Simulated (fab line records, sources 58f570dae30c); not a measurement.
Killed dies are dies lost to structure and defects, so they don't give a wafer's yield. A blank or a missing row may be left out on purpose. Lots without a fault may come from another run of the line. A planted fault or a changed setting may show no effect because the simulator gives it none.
fab line records ; flow berkeleyCmos170
[record] lots = 6; wafers = 18; lastDay = 12
route steps=331 shown M1@238
lots with no fault: from the same line, run without faults
startH: hours from the record's first day to the start of the lot's first wafer shown ; waitH: hours elapsed since this lot's preceding step ; " identical to the entry in the row above ; L1.1+2: a single row standing in for several wafers ; - no value present, or no start provided ; * or withheld: withheld ; < > ~ a bound
route shown NAME@n: a module of which the file shows steps, and the number in the route of the first ; usual: mean/standard deviation of fault-free wafers ; same: alike in all rows ; chamber/n: place in a boat ; sites: readings site by site ; _std_site: their standard deviation ; _edge_site: outer sites' mean less inner sites' ; radiusMm: for every site, how far away it sits from the centre of the wafer ; mask NAME#n: copy n ; behind: the last tool/chamber to shape the wafer ; hold: why the lot went on hold/how many hours it stayed there/how the hold came to an end ; device: the n, p or np transistor that did not switch ; end of line: the route-end tests of the same wafers ; a step given without rows: its recipe and nothing more ; killed: at the first sort, the dies lost to defects and structure; wafer yield is something else ; map: shows each die of a wafer: x if killed, . if not, _ if none is there
set.NAME: the setting the step ran with; set.NAME@STEP: the setting that earlier step ran with ; model.NAME: the simulator's own value behind a step, which no gauge read
certain route steps with their lots: each step a table, each wafer a row
services: the hour from which a tool's chamber was out of use, counted from the record's first day as startH (under 0 if before that day), plus the number of hours and why
[[steps]]
[step UCB170_M1_SPUTTER_00]
[recipe] material = Al; targetThkNm = 600; timeS = 80; powerW = 6000; chamberPressurePa = 0.5
[usual] throttleValvePct = 30.0/1.2
lot.wafer;tool;chamber;startH;waitH;throttleValvePct
L714.1;pvdSputter-03;-;218.95;0.0;29.9
L714.4;pvdSputter-03;-;218.95;0.0;29.7
L714.5;pvdSputter-03;-;218.95;0.0;29.8
L718.3;pvdSputter-04;-;235.27;0.0;30.2
L718.4;pvdSputter-04;-;235.27;0.0;28.2
L718.6;pvdSputter-04;-;235.27;0.0;32.2
L721.3;pvdSputter-03;-;250.72;0.0;30.1
L721.4;pvdSputter-03;-;250.72;0.0;29.7
L721.5;pvdSputter-03;-;250.72;0.0;30.3
L725.2;pvdSputter-04;-;263.66;0.0;30.5
L725.3;pvdSputter-04;-;263.66;0.0;28.1
L725.6;pvdSputter-04;-;263.66;0.0;30.4
L724.3;pvdSputter-02;-;263.93;0.0;30.0
L724.5;pvdSputter-02;-;263.93;0.0;30.9
L724.6;pvdSputter-02;-;263.93;0.0;28.6
L726.1;pvdSputter-02;-;279.38;0.0;30.7
L726.3;pvdSputter-02;-;279.38;0.0;30.2
L726.5;pvdSputter-02;-;279.38;0.0;29.1
[step UCB170_M1_RS_MEAS_01]
[recipe] thkMeasGauge = four-point-probe; reads = Al_of_M1_SPUTTER_00
[usual] M1_AL_RS = 0.0486/0.00055
lot.wafer;tool;chamber;startH;waitH;M1_AL_RS[ohm/sq]
L714.1;filmMetro-01;-;219.01;0.0;0.0492
L714.4;filmMetro-01;-;219.01;0.0;0.0490
L714.5;filmMetro-01;-;219.01;0.0;0.0488
L718.3;filmMetro-02;-;235.37;0.1;0.0491
L718.4;filmMetro-02;-;235.37;0.1;0.0487
L718.6;filmMetro-02;-;235.37;0.1;0.0479
L721.3;filmMetro-01;-;250.82;0.1;0.0484
L721.4;filmMetro-01;-;250.82;0.1;0.0496
L721.5;filmMetro-01;-;250.82;0.1;0.0492
L725.2;filmMetro-01;-;263.74;0.1;0.0494
L725.3;filmMetro-01;-;263.74;0.1;0.0490
L725.6;filmMetro-01;-;263.74;0.1;0.0497
L724.3;filmMetro-02;-;264.03;0.1;0.0494
L724.5;filmMetro-02;-;264.03;0.1;0.0491
L724.6;filmMetro-02;-;264.03;0.1;0.0486
L726.1;filmMetro-02;-;279.44;0.0;0.0485
L726.3;filmMetro-02;-;279.44;0.0;0.0490
L726.5;filmMetro-02;-;279.44;0.0;0.0490
[step UCB170_M1_THK_MEAS_02]
[recipe] thkMeasGauge = xrf; reads = Al_of_M1_SPUTTER_00
[usual] M1_AL_THK = 602/7.3
lot.wafer;tool;chamber;startH;waitH;M1_AL_THK[nm]
L714.1;filmMetro-01;-;219.13;0.1;596
L714.4;filmMetro-01;-;219.13;0.1;594
L714.5;filmMetro-01;-;219.13;0.1;592
L718.3;filmMetro-02;-;235.47;0.1;598
L718.4;filmMetro-02;-;235.47;0.1;604
L718.6;filmMetro-02;-;235.47;0.1;616
L721.3;filmMetro-01;-;250.92;0.1;600
L721.4;filmMetro-01;-;250.92;0.1;586
L721.5;filmMetro-01;-;250.92;0.1;592
L725.2;filmMetro-01;-;263.85;0.1;593
L725.3;filmMetro-01;-;263.85;0.1;594
L725.6;filmMetro-01;-;263.85;0.1;585
L724.3;filmMetro-02;-;264.13;0.1;591
L724.5;filmMetro-02;-;264.13;0.1;595
L724.6;filmMetro-02;-;264.13;0.1;604
L726.1;filmMetro-02;-;279.56;0.1;604
L726.3;filmMetro-02;-;279.56;0.1;594
L726.5;filmMetro-02;-;279.56;0.1;599
[step UCB170_M1_COAT_03]
[recipe] resist = BARC; tempC = withheld; timeS = withheld; spinRpm = 3000; resistThkNm = withheld
[step UCB170_M1_COAT_04]
[recipe] resist = KrF; spinRpm = 1500; resistThkNm = 900
[step UCB170_M1_SOFTBAKE_05]
[recipe] resist = KrF; tempC = 130; timeS = 60
[step UCB170_M1_EXPOSE_06]
[recipe] maskId = METAL1; targetCdNm = 700; na = 0.5; sigmaOuter = 0.6; sourceShape = conventional; doseMj = 21
[step UCB170_M1_PEB_07]
[recipe] pebTempC = 130; pebTimeS = withheld; resist = KrF
[step UCB170_M1_DEVELOP_08]
[recipe] developer = TMAH; developTimeS = 45; resist = KrF; devTempC = 21
[step UCB170_M1_CD_MEAS_09]
[recipe] targetCdNm = 700
[usual] cdNm = 699.6/1.3
lot.wafer;tool;chamber;startH;waitH;cdNm
L714.1;cdSem-01;-;220.07;-;699.8
L714.4;cdSem-01;-;220.07;-;701.9
L714.5;cdSem-01;-;220.07;-;698.6
L718.3;cdSem-02;-;237.03;-;699.6
L718.4;cdSem-02;-;237.03;-;698.8
L718.6;cdSem-02;-;237.03;-;700.5
L721.3;cdSem-02;-;253.23;-;697.7
L721.4;cdSem-02;-;253.23;-;698.2
L721.5;cdSem-02;-;253.23;-;697.7
L725.2;cdSem-01;-;264.76;-;698.3
L725.3;cdSem-01;-;264.76;-;698.4
L725.6;cdSem-01;-;264.76;-;700.2
L724.3;cdSem-02;-;265.18;-;698.0
L724.5;cdSem-02;-;265.18;-;697.2
L724.6;cdSem-02;-;265.18;-;698.0
L726.1;cdSem-01;-;280.83;-;699.8
L726.3;cdSem-01;-;280.83;-;699.8
L726.5;cdSem-01;-;280.83;-;700.2
[step UCB170_M1_OVL_MEAS_10]
[usual] M1_OVL = 1/4.9
lot.wafer;tool;chamber;startH;waitH;M1_OVL[nm]
L714.1;overlay-01;-;220.19;0.1;1
L714.4;overlay-01;-;220.19;0.1;-3
L714.5;overlay-01;-;220.19;0.1;6
L718.3;overlay-02;-;237.13;0.1;1
L718.4;overlay-02;-;237.13;0.1;2
L718.6;overlay-02;-;237.13;0.1;6
L721.3;overlay-02;-;253.32;0.1;0
L721.4;overlay-02;-;253.32;0.1;-5
L721.5;overlay-02;-;253.32;0.1;5
L725.2;overlay-01;-;264.87;0.1;9
L725.3;overlay-01;-;264.87;0.1;-2
L725.6;overlay-01;-;264.87;0.1;1
L724.3;overlay-02;-;265.27;0.1;1
L724.5;overlay-02;-;265.27;0.1;-5
L724.6;overlay-02;-;265.27;0.1;-1
L726.1;overlay-01;-;280.95;0.1;7
L726.3;overlay-01;-;280.95;0.1;1
L726.5;overlay-01;-;280.95;0.1;14
[step UCB170_M1_ETCH_11]
[recipe] chemistry = N2/H2; targetDepthA = withheld; overetchA = withheld; target = BARC; timeS = withheld; sourceW = 500; biasW = 100; pressureMtorr = 30; n2FlowSccm = 100; h2FlowSccm = 200
[usual] drypumpMotorCurrentA = 5.9/0.45; oesProductAu = 1.01/0.032; throttleValvePct = 13.20/0.21
lot.wafer;tool;chamber;startH;waitH;drypumpMotorCurrentA;oesProductAu;throttleValvePct
L714.1;rieDiel-04;1;220.23;0.0;6.0;1.03;12.92
L714.4;rieDiel-04;0;220.23;0.0;5.2;1.03;12.96
L714.5;rieDiel-04;2;220.23;0.0;6.4;1.02;13.30
L718.3;rieDiel-04;2;237.15;0.0;6.4;1.01;13.31
L718.4;rieDiel-04;0;237.15;0.0;5.2;1.04;12.96
L718.6;rieDiel-04;3;237.15;0.0;5.8;1.03;13.45
L721.3;rieDiel-02;1;253.35;0.0;6.5;0.96;12.97
L721.4;rieDiel-02;0;253.35;0.0;5.7;0.96;13.17
L721.5;rieDiel-02;2;253.35;0.0;6.0;1.04;13.26
L725.2;rieDiel-04;2;264.90;0.0;6.5;1.01;13.30
L725.3;rieDiel-04;3;264.90;0.0;5.8;1.03;13.46
L725.6;rieDiel-04;1;264.90;0.0;6.0;1.03;12.90
L724.3;rieDiel-02;3;265.29;0.0;5.4;1.01;13.21
L724.5;rieDiel-02;1;265.29;0.0;6.6;0.96;12.96
L724.6;rieDiel-02;2;265.29;0.0;5.9;1.02;13.26
L726.1;rieDiel-01;2;280.98;0.0;5.8;0.96;13.40
L726.3;rieDiel-01;1;280.98;0.0;6.0;1.04;13.78
L726.5;rieDiel-01;0;280.98;0.0;6.7;0.99;13.40
[step UCB170_M1_METAL_ETCH_12]
[recipe] chemistry = Cl2/BCl3; target = Al; stopOn = PSG; pressureMtorr = 12; targetDepthA = 7800; overEtchFrac = 0.3; timeS = 130; icpW = 600; biasW = 120; Cl2_flow_sccm = 90; bcl3FlowSccm = 45
[usual] drypumpMotorCurrentA = 5.7/0.32; oesProductAu = 0.852/0.013; runLengthS = 158.5/0.6; throttleValvePct = 24.34/0.22
[same] overEtchFrac = 0.3
lot.wafer;tool;chamber;startH;waitH;drypumpMotorCurrentA;oesProductAu;rfHoursCounterH;runLengthS;throttleValvePct;model.KrF_of_M1_COAT_04.thkNm
L714.1;rieMetal-03;1;220.27;-;5.8;0.856;11;157.7;24.68;443.2
L714.4;rieMetal-03;1;220.27;-;5.8;0.863;-;157.8;24.66;441.2
L714.5;rieMetal-03;0;220.27;-;5.9;0.855;-;157.8;24.64;436.9
L718.3;rieMetal-01;0;237.24;-;5.0;0.845;-;158.4;24.14;424
L718.4;rieMetal-01;1;237.24;-;5.8;0.831;-;158.3;24.15;430
L718.6;rieMetal-01;0;237.24;-;5.0;0.862;-;158.4;24.15;423.4
L721.3;rieMetal-01;0;253.43;-;5.1;0.865;-;158.5;24.17;411.8
L721.4;rieMetal-01;1;253.43;-;5.8;0.824;-;158.3;24.18;421.7
L721.5;rieMetal-01;1;253.43;-;5.8;0.829;-;158.4;24.16;418.1
L725.2;rieMetal-03;0;264.94;-;6.0;0.800;12;171.1;24.66;402.1
L725.3;rieMetal-03;1;264.94;-;5.8;0.816;-;170.5;24.70;406.1
L725.6;rieMetal-03;0;264.94;-;6.0;0.810;-;171.0;24.67;401.1
L724.3;rieMetal-01;0;265.38;-;5.0;0.832;-;158.4;24.16;418.5
L724.5;rieMetal-01;1;265.38;-;5.8;0.825;-;158.4;24.16;426.1
L724.6;rieMetal-01;0;265.38;-;5.0;0.848;-;158.4;24.15;415
L726.1;rieMetal-03;0;281.03;-;6.0;0.804;12;171.4;24.67;409.2
L726.3;rieMetal-03;0;281.03;-;6.0;0.800;-;171.1;24.66;405.2
L726.5;rieMetal-03;1;281.03;-;5.8;0.820;-;170.6;24.70;406.8
[step UCB170_M1_STRIP_13]
[recipe] chemistry = O2; powerW = 400; pressureMtorr = 3500; platenTempC = withheld; o2FlowSccm = 400; overashFraction = 0.5
[usual] drypumpMotorCurrentA = 6.1/0.39; oesProductAu = 0.720/0.0042
lot.wafer;tool;chamber;startH;waitH;drypumpMotorCurrentA;oesProductAu;rfHoursCounterH
L714.1;plasmaAsher-01;0;220.40;0.1;6.2;0.722;11
L714.4;plasmaAsher-01;0;220.40;0.1;6.2;0.718;-
L714.5;plasmaAsher-01;1;220.40;0.1;5.6;0.715;-
L718.3;plasmaAsher-01;1;237.36;0.1;5.7;0.720;-
L718.4;plasmaAsher-01;0;237.36;0.1;6.2;0.719;-
L718.6;plasmaAsher-01;1;237.36;0.1;5.7;0.714;-
L721.3;plasmaAsher-03;0;253.56;0.1;5.9;0.719;-
L721.4;plasmaAsher-03;1;253.56;0.1;6.7;0.724;-
L721.5;plasmaAsher-03;0;253.56;0.1;6.0;0.717;-
L725.2;plasmaAsher-01;1;265.07;0.1;5.7;0.712;16
L725.3;plasmaAsher-01;1;265.07;0.1;5.7;0.712;-
L725.6;plasmaAsher-01;0;265.07;0.1;6.2;0.722;-
L724.3;plasmaAsher-03;1;265.50;0.1;6.7;0.723;-
L724.5;plasmaAsher-03;0;265.50;0.1;5.8;0.730;-
L724.6;plasmaAsher-03;1;265.50;0.1;6.7;0.721;-
L726.1;plasmaAsher-03;0;281.16;0.1;5.9;0.729;48
L726.3;plasmaAsher-03;0;281.16;0.1;5.9;0.726;-
L726.5;plasmaAsher-03;1;281.16;0.1;6.7;0.716;-
[[services]]
tool;chamber;startH;hours;kind
pvdSputter-03;-;195.01;0.5;repair
plasmaAsher-03;-;200.49;3.8;repair
pvdSputter-04;-;203.23;3.3;repair
plasmaAsher-01;-;206.34;3.1;repair
pvdSputter-02;-;227.93;0.6;repair
rieDiel-04;-;229.43;2.8;pm
rieDiel-01;3;231.00;4.5;repair
rieMetal-03;-;233.01;2.8;pm
rieDiel-02;3;247.41;8.9;repair
[[key]]
[firstSign] step = UCB170_M1_METAL_ETCH_12; reading = runLengthS; direction = up; sigmas = 21; usual = *; struck = *
[effect] step = UCB170_M1_METAL_ETCH_12; reading = oesProductAu; direction = down; sigmas = 3.3; usual = 0.852; struck = 0.809
[modelEffect] step = UCB170_M1_METAL_ETCH_12; value = KrF_of_M1_COAT_04.thkNm; without = 449.4; struck = 405.1
metAt UCB170_M1_METAL_ETCH_12
struckWafers L725.2,L725.3,L725.6,L726.1,L726.3,L726.5
sortLeftOut L726.1,L726.3,L726.5
onsetBetween 220.27 264.94
[fault] kind = processParameterDrift; tool = rieMetal-03; chamber = -; onsetH = 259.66; steps = UCB170_M1_METAL_ETCH_12; channel = timeS; offset = *; shape = step; endH = 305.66; actsIn = *; stated = *
// sortLeftOut: the simulated sort isn't trusted on such a fault, so these wafers' sort isn't shown, and their yield isn't known
